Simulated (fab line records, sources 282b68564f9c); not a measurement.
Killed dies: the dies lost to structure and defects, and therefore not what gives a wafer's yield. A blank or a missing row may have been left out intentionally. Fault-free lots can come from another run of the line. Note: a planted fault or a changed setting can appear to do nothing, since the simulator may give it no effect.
fab line records | flow rit_cmos
[record] lots = 7 wafers = 21 last_day = 7
route steps=202 shown PRETRO@72 GATE@75 FOX2@80
lots untouched by any fault: they come from a run of this same line in which no faults occurred
start_h: the number of hours between the record's first day and the start of the first shown wafer of the lot | wait_h: hours since the lot's step before | " unchanged from the row above | L1.1+2: a row that stands for several wafers | - value missing, or start not given | * or withheld: withheld | < > ~ a bound
route shown NAME@n: names a module that has steps shown in the file, with the first one's number in the route | usual: mean/standard deviation of fault-free wafers | same: alike in all rows | chamber/n: place in a boat | sites: readings site by site | _std_site: the standard deviation of these | _edge_site: the outer-site mean with the inner-site mean subtracted | radius_mm: for every site, how far away it sits from the centre of the wafer | mask NAME#n: copy n | behind: the tool/chamber that last shaped the wafer | hold: why the lot was held/for how many hours/how that ended | device: whichever transistor did not switch (one of n, p or np) | end of line: tests of these same wafers at the route's end | where a step has no rows: the recipe by itself | killed: count of dies lost to structure and defects at first sort (not the wafer's yield) | map: per-die view of a wafer (x killed, . not killed, _ where there is no die)
set.NAME: the setting the step ran with; set.NAME@STEP: the setting that earlier step ran with | model.NAME: the simulator's own value behind a step, which no gauge read
a table for each step, a row for each wafer; lots at some steps of the route
services: the hour from which a tool's chamber was out of use, counted from the record's first day as start_h (under 0 if before that day), plus the number of hours and why
[[steps]]
[step RIT_PRETRO_IMPLANT_08]
[recipe] species = B energy_kev = 45 dose_cm2 = 1.2e+13 tilt_deg = 7
[step RIT_PRETRO_STRIP_09]
[recipe] chemistry = O2 time_s = 180 resist = NOVOLAK platen_temp_c = withheld power_w = 500 pressure_mtorr = 4000 o2_flow_sccm = 4000
[usual] drypump_motor_current_A = 5.5/0.47 o2_flow_sccm = 3999/11
// columns lot.wafer tool chamber start_h wait_h drypump_motor_current_A o2_flow_sccm rf_hours_counter_h
L729.2 plasma_asher-04 1 46.92 0.1 4.9 4000 40
L729.5 " 1 " " 4.9 4001 -
L729.6 " 0 " " 5.1 4012 -
L732.4 plasma_asher-03 0 61.33 0.1 6.2 4001 -
L732.5 " 0 " " 6.1 4012 -
L732.6 " 1 " " 5.7 4008 -
L733.1 plasma_asher-03 1 66.73 0.1 5.8 4003 29
L733.2 " 0 " " 6.1 4003 29
L733.3 " 0 " " 6.1 3982 -
L738.1 plasma_asher-04 0 93.04 0.1 5.1 4021 45
L738.3 " 1 " " 4.9 4015 -
L738.5 " 0 " " 5.0 4012 -
L739.1 plasma_asher-04 1 97.99 0.1 4.9 4006 46
L739.4 " 1 " " 4.9 3984 -
L739.6 " 0 " " 5.1 3999 -
L744.3 plasma_asher-03 1 127.80 0.1 5.7 3990 -
L744.4 " 0 " " 6.2 4002 -
L744.6 " 1 " " 5.7 4000 -
L745.2 plasma_asher-03 1 132.31 0.1 5.7 3982 35
L745.4 " 1 " " 5.8 3980 -
L745.6 " 0 " " 6.2 4012 -
[step RIT_PRETRO_TW_MEAS_10]
[usual] PRETRO_TW = 476/3.1
// columns lot.wafer tool chamber start_h wait_h PRETRO_TW
L729.2 film_metro-04 - 47.10 0.1 477
L729.5 " - " " 483
L729.6 " - " " 480
L732.4 film_metro-03 - 61.48 0.1 473
L732.5 " - " " 473
L732.6 " - " " 468
L733.1 film_metro-02 - 66.90 0.1 477
L733.2 " - " " 477
L733.3 " - " " 478
L738.1 film_metro-02 - 93.21 0.1 475
L738.3 " - " " 473
L738.5 " - " " 473
L739.1 film_metro-03 - 98.17 0.1 477
L739.4 " - " " 478
L739.6 " - " " 478
L744.3 film_metro-04 - 127.94 0.1 479
L744.4 " - " " 478
L744.6 " - " " 479
L745.2 film_metro-02 - 132.49 0.1 477
L745.4 " - " " 477
L745.6 " - " " 476
[step RIT_GATE_WET_ETCH_00]
[recipe] chemistry = BOE target = SiO2 target_depth_nm = 56 time_s = 60 dry = n2_spin dilution = 10:1 temp_c = 21.5
[step RIT_GATE_CLEAN_01]
[recipe] chemistry = SC1 mix = 3:3:50 time_s = 600 temp_c = 75
[step RIT_GATE_CLEAN_02]
[recipe] chemistry = dHF dilution = 50:1 time_s = 30
[step RIT_GATE_CLEAN_03]
[recipe] chemistry = SC2 mix = 3:3:50 time_s = 600 temp_c = 75 dry = n2_spin
[step RIT_GATE_CLEAN_04]
[recipe] chemistry = dHF dilution = 50:1 time_s = 60 dry = n2_spin
[step RIT_FOX2_THK_MEAS_91]
[recipe] reads = SiO2_of_FOX2_OXIDATION_00
[usual] FIELD_OXIDE_LEFT_2_THK = 254/7.5
// columns lot.wafer tool chamber start_h wait_h FIELD_OXIDE_LEFT_2_THK[nm]
L729.2 film_metro-03 - 47.59 0.0 258
L729.5 " - " " 255
L729.6 " - " " 258
L732.4 film_metro-01 - 61.96 0.0 258
L732.5 " - " " 255
L732.6 " - " " 256
L733.1 film_metro-02 - 67.40 0.0 250
L733.2 " - " " 253
L733.3 " - " " 251
L738.1 film_metro-03 - 93.69 0.0 243
L738.3 " - " " 243
L738.5 " - " " 239
L739.1 film_metro-01 - 98.65 0.0 245
L739.4 " - " " 248
L739.6 " - " " 247
L744.3 film_metro-02 - 128.44 0.0 274
L744.4 " - " " 270
L744.6 " - " " 273
L745.2 film_metro-02 - 133.41 0.0 259
L745.4 " - " " 262
L745.6 " - " " 260
[step RIT_GATE_OXIDATION_05]
[recipe] temp_c = 900 ambient = O2 target_thk_a = 30 ox_time_s = 270
[step RIT_GATE_ANNEAL_06]
[recipe] temp_c = 900 time_s = 600 ambient = N2O
[step RIT_GATE_THK_MEAS_07]
[recipe] reads = SiO2_of_GATE_OXIDATION_05
[usual] GATE_OXIDE_THK = 3.01/0.066
// columns lot.wafer tool chamber start_h wait_h GATE_OXIDE_THK[nm]
L729.2 film_metro-03 - 48.98 0.0 3.01
L729.5 " - " " 2.99
L729.6 " - " " 2.94
L732.4 film_metro-02 - 64.60 0.0 3.02
L732.5 " - " " 2.98
L732.6 " - " " 2.86
L733.1 film_metro-03 - 69.03 0.0 3.07
L733.2 " - " " 3.12
L733.3 " - " " 3.13
L738.1 film_metro-02 - 95.28 0.0 3.01
L738.3 " - " " 3.02
L738.5 " - " " 2.98
L739.1 film_metro-01 - 103.40 0.0 3.07
L739.4 " - " " 3.13
L739.6 " - " " 3.10
L744.3 film_metro-03 - 133.91 0.0 3.04
L744.4 " - " " 2.90
L744.6 " - " " 2.98
L745.2 film_metro-03 - 137.08 0.0 3.05
L745.4 " - " " 3.07
L745.6 " - " " 3.04
[step RIT_GATE_CVD_08]
[recipe] material = poly-Si target_thk_nm = 250 temp_c = 610 precursor = SiH4 time_s = 2220 pressure_mtorr = 300 sih4_flow_sccm = 100
[usual] pressure_mtorr = 299.9/0.7 sih4_flow_sccm = 100.05/0.3 spike_tc_source_C = 628.5/1.4
// columns lot.wafer tool chamber start_h wait_h pressure_mtorr sih4_flow_sccm spike_tc_source_C
L729.2 lpcvd-01 1 49.03 0.0 299.3 100.20 628.7
L729.5 " 1 " " 299.8 100.00 627.8
L729.6 " 1 " " 299.9 100.19 629.3
L732.4 lpcvd-01 1 64.63 0.0 300.9 99.84 628.1
L732.5 " 1 " " 301.4 99.29 631.4
L732.6 " 1 " " 301.4 99.72 627.0
L732.4 lpcvd-02 1 66.41 0.2 300.4 100.18 627.7
L732.5 " 1 " " 299.7 100.35 626.5
L732.6 " 1 " " 299.8 99.95 626.8
L733.1 lpcvd-02 1 69.09 0.1 300.6 100.29 628.8
L733.2 " 1 " " 300.6 100.23 627.7
L733.3 " 1 " " 300.0 100.79 628.6
L738.1 lpcvd-02 1 95.34 0.1 299.5 99.45 626.5
L738.3 " 1 " " 299.9 100.11 626.2
L738.5 " 1 " " 300.0 99.78 625.7
L738.1 lpcvd-02 1 97.93 0.2 299.3 99.89 627.2
L738.3 " 1 " " 299.7 99.51 628.3
L738.5 " 1 " " 299.5 99.45 626.6
L739.1 lpcvd-01 0 103.46 0.1 299.5 99.78 631.0
L739.4 " 0 " " 300.5 100.23 628.4
L739.6 " 0 " " 299.6 99.82 629.2
L739.1 lpcvd-01 0 105.25 0.2 299.0 100.26 629.5
L739.4 " 0 " " 299.5 99.74 627.5
L739.6 " 0 " " 299.9 100.09 629.0
L744.3 lpcvd-02 0 133.95 0.0 300.9 99.92 629.1
L744.4 " 0 " " 299.9 100.14 629.1
L744.6 " 0 " " 300.4 100.08 629.6
L745.2 lpcvd-01 0 137.16 0.1 299.8 100.11 628.5
L745.4 " 0 " " 299.6 99.86 629.3
L745.6 " 0 " " 300.2 99.62 628.8
[step RIT_GATE_THK_MEAS_09]
[recipe] reads = poly-Si_of_GATE_CVD_08
[usual] GATE_POLY_THK = 250.3/2
// columns lot.wafer tool chamber start_h wait_h GATE_POLY_THK[nm]
L729.2 film_metro-01 - 50.66 0.0 249.7
L729.5 " - " " 248.2
L729.6 " - " " 249.6
L732.4 film_metro-03 - 68.06 0.0 501.1
L732.5 " - " " 497.6
L732.6 " - " " 499.3
L733.1 film_metro-01 - 70.71 0.0 250.1
L733.2 " - " " 249.8
L733.3 " - " " 251.3
L738.1 film_metro-02 - 100.35 0.0 505.6
L738.3 " - " " 505.1
L738.5 " - " " 506.5
L739.1 film_metro-01 - 106.87 0.0 494.5
L739.4 " - " " 492.6
L739.6 " - " " 493.2
L744.3 film_metro-03 - 136.39 0.0 250.6
L744.4 " - " " 252.2
L744.6 " - " " 249.3
L745.2 film_metro-03 - 138.79 0.0 247.1
L745.4 " - " " 247.8
L745.6 " - " " 247.5
[step RIT_GATE_HMDS_10]
[recipe] prime_time_s = 60 prime_temp_c = 140
[step RIT_GATE_COAT_11]
[recipe] resist = NOVOLAK spin_rpm = 4250 resist_thk_nm = 850
[step RIT_GATE_SOFTBAKE_12]
[recipe] resist = NOVOLAK temp_c = 90 time_s = 60
[step RIT_GATE_EXPOSE_13]
[recipe] mask_id = M6 na = 0.6 source_shape = conventional sigma_outer = 0.6 target_cd_nm = 150 dose_mj = 380
[step RIT_GATE_PEB_14]
[recipe] resist = NOVOLAK temp_c = withheld time_s = withheld
[step RIT_GATE_DEVELOP_15]
[recipe] resist = NOVOLAK develop_time_s = 50 dev_temp_c = 23
[step RIT_GATE_CD_MEAS_16]
[recipe] target_cd_nm = 150
[usual] cd_nm = 149.3/2.1
// columns lot.wafer tool chamber start_h wait_h cd_nm
L729.2 cd_sem-01 - 51.70 - 144.3
L729.5 " - " " 148.0
L729.6 " - " " 148.5
L732.4 cd_sem-01 - 69.57 - 149.6
L732.5 " - " " 150.1
L732.6 " - " " 150.1
L733.1 cd_sem-01 - 71.74 - 150.2
L733.2 " - " " 149.6
L733.3 " - " " 146.9
L738.1 cd_sem-01 - 101.64 - 154.3
L738.3 " - " " 152.7
L738.5 " - " " 156.0
L739.1 cd_sem-01 - 108.02 - 149.7
L739.4 " - " " 148.8
L739.6 " - " " 150.8
L744.3 cd_sem-01 - 137.45 - 147.1
L744.4 " - " " 148.0
L744.6 " - " " 148.0
L745.2 cd_sem-01 - 139.85 - 146.4
L745.4 " - " " 147.2
L745.6 " - " " 148.0
[step RIT_GATE_OVL_MEAS_17]
[usual] GATE_OVL = 0.7/1.3
// columns lot.wafer tool chamber start_h wait_h GATE_OVL[nm]
L729.2 overlay-01 - 51.81 0.1 0.9
L729.5 " - " " -0.4
L729.6 " - " " 0.8
L732.4 overlay-01 - 69.65 0.1 2.2
L732.5 " - " " 1.2
L732.6 " - " " 1.2
L733.1 overlay-02 - 71.86 0.1 3.0
L733.2 " - " " 2.7
L733.3 " - " " 0.8
L738.1 overlay-01 - 101.76 0.1 1.4
L738.3 " - " " 1.5
L738.5 " - " " 1.2
L739.1 overlay-02 - 108.14 0.1 2.6
L739.4 " - " " 3.5
L739.6 " - " " 1.5
L744.3 overlay-02 - 137.54 0.1 0.1
L744.4 " - " " 0.9
L744.6 " - " " 1.0
L745.2 overlay-02 - 139.95 0.1 -0.5
L745.4 " - " " -2.0
L745.6 " - " " -2.3
[step RIT_GATE_HARDBAKE_18]
[recipe] resist = NOVOLAK temp_c = 140 time_s = 60
[step RIT_GATE_ETCH_19]
[recipe] chemistry = SF6/CHF3/O2 time_s = 165 SF6_flow_sccm = 30 CHF3_flow_sccm = 30 O2_flow_sccm = 5 target = poly-Si pressure_mtorr = 40 rf_w = 160 target_depth_a = 3125 over_etch_frac = 0.25 stop_on = SiO2
[usual] drypump_motor_current_A = 5.4/0.35 oes_product_au = 0.847/0.013 throttle_valve_pct = 10.23/0.13
// columns lot.wafer tool chamber start_h wait_h drypump_motor_current_A oes_product_au rf_hours_counter_h throttle_valve_pct model.GATE.feature_depth_nm model.etch.depth_nm
L729.2 rie_si-01 2 52.00 0.1 5.8 0.845 100 10.29 249.6 249.6
L729.5 " 2 " " 5.8 0.843 - 10.28 248.3 248.3
L729.6 " 1 " " 5.5 0.865 - 10.49 249.6 249.6
L732.4 rie_si-02 2 69.82 0.1 5.7 0.994 111 10.11 310 310
L732.5 " 2 " " 5.7 0.997 - 10.12 311.7 311.7
L732.6 " 1 " " 5.9 1.003 - 10.21 312.8 312.8
L733.1 rie_si-01 1 72.05 0.1 5.5 0.883 149 10.48 249.9 249.9
L733.2 " 3 " " 4.9 0.842 75 10.16 250 250
L733.3 " 0 " " 4.9 0.863 52 10.04 251.2 251.2
L738.1 rie_si-02 1 101.94 0.1 5.9 1.001 29 10.18 312.6 312.6
L738.3 " 3 " " 5.1 0.954 72 10.31 303.3 303.3
L738.5 " 1 " " 5.9 1.002 - 10.18 312.5 312.5
L739.1 rie_si-01 0 108.32 0.1 4.9 0.987 52 10.05 306 306
L739.4 " 3 " " 4.9 0.998 75 10.16 313.5 313.5
L739.6 " 1 " " 5.5 1.021 - 10.48 310.5 310.5
L744.3 rie_si-02 1 137.71 0.1 5.9 0.840 29 10.20 250.7 250.7
L744.4 " 3 " " 5.2 0.831 73 10.30 252.1 252.1
L744.6 " 2 " " 5.7 0.845 - 10.10 249.3 249.3
L745.2 rie_si-01 1 140.13 0.1 5.5 0.831 0 10.48 247.2 247.2
L745.4 " 3 " " 4.9 0.839 - 10.17 247.9 247.9
L745.6 " 1 " " 5.5 0.830 - 10.49 247.6 247.6
[step RIT_GATE_STRIP_20]
[recipe] chemistry = O2 time_s = 180 resist = NOVOLAK platen_temp_c = withheld power_w = 500 pressure_mtorr = 4000 o2_flow_sccm = 4000
[usual] drypump_motor_current_A = 5.27/0.24 o2_flow_sccm = 4001/12
// columns lot.wafer tool chamber start_h wait_h drypump_motor_current_A o2_flow_sccm rf_hours_counter_h
L729.2 plasma_asher-01 1 52.11 0.1 5.49 3999 39
L729.5 " 0 " " 5.46 3997 -
L729.6 " 1 " " 5.45 3998 -
L732.4 plasma_asher-02 0 70.20 0.3 5.54 4018 -
L732.5 " 1 " " 5.09 3967 -
L732.6 " 0 " " 5.53 4015 -
L733.1 plasma_asher-01 1 72.15 0.1 5.47 3991 41
L733.2 " 0 " " 5.48 3993 41
L733.3 " 0 " " 5.48 4013 -
L738.1 plasma_asher-04 1 102.05 0.1 4.92 4012 46
L738.3 " 0 " " 5.05 4001 -
L738.5 " 0 " " 5.05 3993 -
L739.1 plasma_asher-02 0 108.43 0.1 5.51 4008 47
L739.4 " 1 " " 5.09 4009 -
L739.6 " 1 " " 5.10 3992 -
L744.3 plasma_asher-04 1 137.88 0.1 4.93 3990 -
L744.4 " 0 " " 5.06 4009 -
L744.6 " 0 " " 5.06 4024 -
L745.2 plasma_asher-01 1 140.24 0.1 5.46 3996 2
L745.4 " 1 " " 5.48 3991 -
L745.6 " 0 " " 5.49 4012 -
[[services]]
// columns tool chamber start_h hours kind
rie_si-01 - 69.51 0.6 repair
plasma_asher-01 - 87.05 0.5 repair
plasma_asher-01 - 108.75 9.0 pm
plasma_asher-01 0 108.75 9.0 vent_cycle
plasma_asher-01 1 108.75 9.0 vent_cycle
rie_si-01 1 113.01 - clean
rie_si-01 1 113.01 15.0 scheduled_down
rie_si-01 1 113.01 15.0 vent_cycle
plasma_asher-01 0 117.75 - clean
plasma_asher-01 1 117.75 - clean
plasma_asher-02 - 119.68 1.4 repair
rie_si-01 0 137.03 6.4 repair
[[key]]
[first_sign] step = RIT_GATE_CVD_08 reading = visit direction = added
[effect] step = RIT_GATE_THK_MEAS_09 reading = GATE_POLY_THK direction = up sigmas = 99+ usual = 250.3 struck = 499.5
[effect] step = RIT_GATE_ETCH_19 reading = oes_product_au direction = up sigmas = 11 usual = 0.847 struck = 0.995
[model_effect] step = RIT_GATE_ETCH_19 value = GATE.feature_depth_nm without = 250 struck = 310.3
met_at RIT_GATE_CVD_08
struck_wafers L732.4,L732.5,L732.6,L738.1,L738.3,L738.5,L739.1,L739.4,L739.6
later_rows_left_out L732.4,L732.5,L732.6,L738.1,L738.3,L738.5,L739.1,L739.4,L739.6
sort_left_out L732.4,L732.5,L732.6,L738.1,L738.3,L738.5,L739.1,L739.4,L739.6
tester_left_out L732,L738,L739
[fault] kind = repeated_step_whole tool = lpcvd-01,lpcvd-02 chamber = - onset_h = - steps = RIT_GATE_CVD_08 times = 1 scope = struck_lots_only
// tester_left_out: of these lots the tester's yield and bins aren't shown, on N5 and GAA mostly nor the transistor test; their killed dies are dies lost to structure and defects alone, not to doping, threshold or leakage, so they don't give the yield
// sort_left_out: the simulated sort isn't trusted on such a fault, so these wafers' sort isn't shown, and their yield isn't known
// later_rows_left_out: the simulator's readings of these wafers behind a module that went badly wrong aren't trusted and aren't shown, but for the sort
